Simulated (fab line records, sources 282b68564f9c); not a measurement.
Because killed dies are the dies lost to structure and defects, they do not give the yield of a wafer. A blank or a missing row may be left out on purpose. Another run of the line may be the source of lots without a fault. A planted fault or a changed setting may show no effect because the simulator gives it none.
fab line records	flow ritCmos
record: lots: 5	wafers: 23
route steps=202 shown M1@196
startH: hours from the record's opening day to when the first of the lot's shown wafers began	waitH: time in hours since the lot's previous step	" identical to the entry in the row above	L1.1+2: one row covering several wafers at once	- value missing, or start not given	* or withheld: withheld	< > ~ a bound
route shown NAME@n: NAME is a module with steps in the file, n the number in the route of the first one	usual: average and standard deviation across the fault-free wafers	same: alike in all rows	chamber/n: place in a boat	sites: per-site readings	_std_site: standard deviation of those values	_edge_site: inner sites' mean taken away from outer sites' mean	radiusMm: how far each site lies from the wafer's centre	mask NAME#n: copy n	behind: the last tool/chamber to shape the wafer	hold: why the lot went on hold/how many hours it stayed there/how the hold came to an end	device: transistor that didn't switch, given as n, p or np	end of line: tests of these same wafers at the route's end	step lacking rows: just its recipe	killed: at the first sort, the dies lost to defects and structure; wafer yield is something else	map: a wafer's dies, x killed, . not, _ none there
set.NAME: setting as actually run; set.NAME@STEP: the setting as run at that earlier step	model.NAME: the simulator's own value behind a step, which no gauge read
lots with deliberately changed settings; one table per step, one row per wafer
== steps ==
step: RIT_M1_METAL_ETCH_12
recipe: stopOn: SiO2	chemistry: Cl2/BCl3	target: Al	timeS: 165	overEtchFrac: 0.5	pressureMtorr: 100	targetDepthA: 6000	rfW: 250	Cl2_flow_sccm: 60	bcl3FlowSccm: 50
lot.wafer	tool	chamber	startH	waitH	set.pressureMtorr	set.timeS@CONTACT_CVD_00	set.spinRpm@M1_COAT_04	model.NOVOLAK_of_M1_COAT_04.thkNm	model.SiO2_of_CONTACT_CVD_00.thkNm
L075.2	rieMetal-02	0	64.94	0.2	107.1	61	2000	820.7	361.1
L075.3	"	0	"	"	107.1	61	2000	820.1	365.3
L075.4	"	1	"	"	107.1	61	2000	817	358.7
L075.5	"	1	"	"	107.1	61	2000	816.9	374.7
L075.6	"	0	"	"	107.1	61	2000	818.2	377.5
L079.1	rieMetal-04	0	86.38	0.2	107.3	57.44	1917	817.7	340.9
L079.2	"	1	"	"	107.3	61	1917	831.4	365.8
L079.3	"	1	"	"	107.3	57.44	2000	807	336.1
L079.4	"	0	"	"	107.3	61	1917	823.1	370.1
L079.5	"	0	"	"	107.3	61	2000	794.6	365
L081.2	rieMetal-03	1	92.93	0.2	100	61	2000	821.8	355.4
L081.4	"	1	"	"	100	61	2000	823.9	363.2
L081.5	"	0	"	"	100	61	2000	815.6	367.5
L084.1	rieMetal-03	1	111.12	0.2	88.41	61	2000	832.7	360.2
L084.2	"	0	"	"	88.41	61	2000	822.1	356.3
L084.3	"	1	"	"	88.41	67.12	2000	826.2	399.6
L084.5	"	0	"	"	88.41	61	2000	819.7	362.6
L084.6	"	1	"	"	88.41	67.12	2000	831.9	409.4
L085.1	rieMetal-04	0	115.11	0.2	95.49	61	1930	821.6	358.6
L085.2	"	0	"	"	95.49	61	2000	796.4	358.8
L085.3	"	0	"	"	95.49	61	2000	795.1	363.1
L085.4	"	0	"	"	95.49	61	1930	820.2	365.9
L085.6	"	0	"	"	95.49	61	2000	799.4	365.4
step: RIT_M1_STRIP_13
recipe: chemistry: nmp	resist: NOVOLAK	tempC: 80	timeS: 600	dry: n2Spin
step: RIT_M1_STRIP_14
recipe: chemistry: O2	timeS: 180	platenTempC: withheld	powerW: 500	pressureMtorr: 4000	o2FlowSccm: 4000
step: RIT_M1_CD_MEAS_90
recipe: targetCdNm: 2600
usual: cdNm: 2599.5/2.5
lot.wafer	tool	chamber	startH	waitH	set.doseMj@M1_EXPOSE_06	cdNm
L075.2	cdSem-01	-	65.47	0.1	250	2602.0
L075.3	"	-	"	"	250	2601.9
L075.4	"	-	"	"	250	2600.1
L075.5	"	-	"	"	250	2603.0
L075.6	"	-	"	"	250	2602.9
L079.1	cdSem-01	-	86.89	0.1	250	2604.6
L079.2	"	-	"	"	250	2601.8
L079.3	"	-	"	"	236.8	2612.6
L079.4	"	-	"	"	236.8	2618.7
L079.5	"	-	"	"	236.8	2615.6
L081.2	cdSem-01	-	93.63	0.1	250	2597.7
L081.4	"	-	"	"	250	2598.8
L081.5	"	-	"	"	250	2595.6
L084.1	cdSem-02	-	111.63	0.1	250	2604.9
L084.2	"	-	"	"	250	2598.8
L084.3	"	-	"	"	250	2602.9
L084.5	"	-	"	"	250	2597.4
L084.6	"	-	"	"	250	2602.4
L085.1	cdSem-01	-	115.79	0.1	250	2603.9
L085.2	"	-	"	"	238.8	2610.6
L085.3	"	-	"	"	250	2598.7
L085.4	"	-	"	"	238.8	2613.3
L085.6	"	-	"	"	250	2600.6
step: RIT_M1_ANNEAL_15
recipe: tempC: 450	timeS: 1800	ambient: forming_gas_H2N2
step: RIT_M1_PROBE_99
lot.wafer	tool	chamber	startH	waitH	set.timeS@FOX2_WET_ETCH_03	set.tempC@GATE_CVD_08	set.tempC@REOX_OXIDATION_03	set.tempC@SPACER_CVD_03	model.etest.pmosTurned.rOnOhmUm	model.etest.pmos_0p15.rOnOhmUm	model.etest.pmos_0p3.rOnOhmUm	model.etest.pldd.rsOhmSq	model.etest.pplusSal.widthNm	model.etest.nldd.rsOhmSq
L079.1	prober-02	-	88.63	0.1	2940	617.3	874	821.4	3097	2493	5986	310.1	3367	299.1
L079.2	prober-02	-	88.68	0.1	2940	617.3	874	821.4	3103	2526	5928	305.5	3375	292.9
L079.3	prober-02	-	88.73	0.2	2940	617.3	874	821.4	3156	2562	6018	303	3375	291.4
L079.4	prober-02	-	88.78	0.2	2940	617.3	874	821.4	2982	2399	5917	290.2	3356	285.7
L079.5	prober-02	-	88.83	0.2	2940	617.3	874	821.4	3004	2417	5901	297.9	3362	288.5
L081.2	prober-02	-	95.40	0.1	2700	610	900	810	3677	2985	6624	506.5	3485	367.9
L081.4	prober-02	-	95.50	0.2	2700	610	900	810	3574	2860	6456	498.4	3435	360.3
L081.5	prober-02	-	95.55	0.2	2700	610	900	810	3489	2837	6423	483.9	3470	354.9
killed by level:class
L081.2 GATE:geometricParticle:short=3 SILICIDE:geometricParticle:short=1 GATE:geometricParticle:open=1 SPACER:geometricParticle:open=1
L081.4 GATE:geometricParticle:open=3 SPACER:geometricParticle:short=2 SILICIDE:geometricParticle:open=2 GATE:geometricParticle:short=1 SPACER:geometricParticle:open=1
L081.5 GATE:geometricParticle:open=1 GATE:geometricParticle:short=1 SILICIDE:geometricParticle:short=1
== key ==
split: step: RIT_M1_METAL_ETCH_12	setting: pressureMtorr	stated: 100	by: lot
response: step: RIT_M1_PROBE_99	reading: model.etest.pmosTurned.rOnOhmUm	change: -70.1	per: 1%	r: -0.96
response: step: RIT_M1_PROBE_99	reading: model.etest.pmos_0p15.rOnOhmUm	change: -56.8	per: 1%	r: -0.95
response: step: RIT_M1_PROBE_99	reading: model.etest.pmos_0p3.rOnOhmUm	change: -75.5	per: 1%	r: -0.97
response: step: RIT_M1_PROBE_99	reading: model.etest.pldd.rsOhmSq	change: -26.7	per: 1%	r: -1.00
response: step: RIT_M1_PROBE_99	reading: model.etest.pplusSal.widthNm	change: -13.2	per: 1%	r: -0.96
response: step: RIT_M1_PROBE_99	reading: model.etest.nldd.rsOhmSq	change: -9.53	per: 1%	r: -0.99
split outsideThisFile step=RIT_FOX2_WET_ETCH_03 setting=timeS
split outsideThisFile step=RIT_GATE_CVD_08 setting=tempC
split outsideThisFile step=RIT_REOX_OXIDATION_03 setting=tempC
split outsideThisFile step=RIT_SPACER_CVD_03 setting=tempC
split outsideThisFile step=RIT_CONTACT_CVD_00 setting=timeS
split outsideThisFile step=RIT_M1_COAT_04 setting=spinRpm
split outsideThisFile step=RIT_M1_EXPOSE_06 setting=doseMj
split outsideThisFile: this setting was split too, and the file shows its column; the key of that split is in another file
